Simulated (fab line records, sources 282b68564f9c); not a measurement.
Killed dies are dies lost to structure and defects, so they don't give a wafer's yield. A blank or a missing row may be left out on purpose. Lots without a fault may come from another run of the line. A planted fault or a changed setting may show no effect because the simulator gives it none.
A struck lot beside a sound one | flow rit_cmos | 14 steps out of a route of 202
Sound: wafers L562.3, L562.5, L562.6. Struck: wafers L554.1, L554.2, L554.3. The cause comes at the end.
At each step with rows: each side's tool, then ch and its chambers, then its first start. Under that, the readings that differ: sound wafers | struck wafers | difference of the means | sigmas: that difference in standard deviations of wafers without a fault.
alike: readings whose means differ by less than 2 such deviations, and words and numbers that are the same on both sides. not compared: withheld readings, readings that some wafer has no value for, bounds like >300 that may hide the same value, and numbers for which the record gives no deviation and whose values overlap.
The two part at a step that has a row with sigmas, a row that says differs or no value, or rows on one side only. Numbers that don't overlap but have no deviation are shown without sigmas and don't part them. A reading that every wafer of one side lacks parts them only if that side has two wafers or more.

first, 1 step without rows for these wafers: RIT_NSD_IMPLANT_08.
RIT_NSD_STRIP_09: strips in O2, time 180 s.
  sound on plasma_asher-03 ch 0,1, day 6 22:56; struck on plasma_asher-01 ch 0,1, day 5 06:26
  reading             | sound          | struck         | difference | sigmas
  o2_flow_sccm (sccm) | 4009 4020 4022 | 3984 4003 3982 | -27        | -2
  alike: chamber_pressure_mTorr, drypump_motor_current_A
  not compared: rf_hours_counter_h
RIT_NSD_TW_MEAS_10:
  sound on film_metro-04, day 6 23:05; struck on film_metro-04, day 5 06:37
  alike: NSD_TW
then, 6 steps without rows for these wafers: RIT_PSD_HMDS_00 (prime time 60 s); RIT_PSD_COAT_01 (resist thk 1000 nm); RIT_PSD_SOFTBAKE_02 (time 60 s); RIT_PSD_EXPOSE_03 (exposes mask M10, target cd 40900 nm); RIT_PSD_PEB_04; RIT_PSD_DEVELOP_05 (develop time 50 s).
RIT_PSD_OVL_MEAS_06:
  sound on overlay-01, day 7 00:06; struck on overlay-01, day 5 07:32
  alike: PSD_OVL
then, 2 steps without rows for these wafers: RIT_PSD_HARDBAKE_07 (time 60 s); RIT_PSD_IMPLANT_08.
RIT_PSD_STRIP_09: strips in O2, time 180 s.
  sound on plasma_asher-02 ch 0,1, day 7 00:29; struck on plasma_asher-01 ch 0,1, day 5 07:52
  no value came back on the struck wafers for chamber_pressure_mTorr (mTorr), drypump_motor_current_A (A), o2_flow_sccm (sccm); on the sound wafers chamber_pressure_mTorr (mTorr) reads 4004 4004 3999
  reading                                  | sound | struck            | difference | sigmas
  model.NOVOLAK_of_PSD_COAT_01.thk_nm (nm) | 0 0 0 | 882.1 883.9 880.9 | +882.3     |
  not compared: rf_hours_counter_h
RIT_PSD_TW_MEAS_10:
  sound on film_metro-02, day 7 00:37; struck on film_metro-02, day 5 08:02
  reading | sound          | struck         | difference | sigmas
  PSD_TW  | 3460 3459 3460 | 3424 3419 3442 | -31        | -2

WHERE THEY PART
First at RIT_NSD_STRIP_09; last, within this record, at RIT_PSD_TW_MEAS_10.

WHY: what the simulator had put in
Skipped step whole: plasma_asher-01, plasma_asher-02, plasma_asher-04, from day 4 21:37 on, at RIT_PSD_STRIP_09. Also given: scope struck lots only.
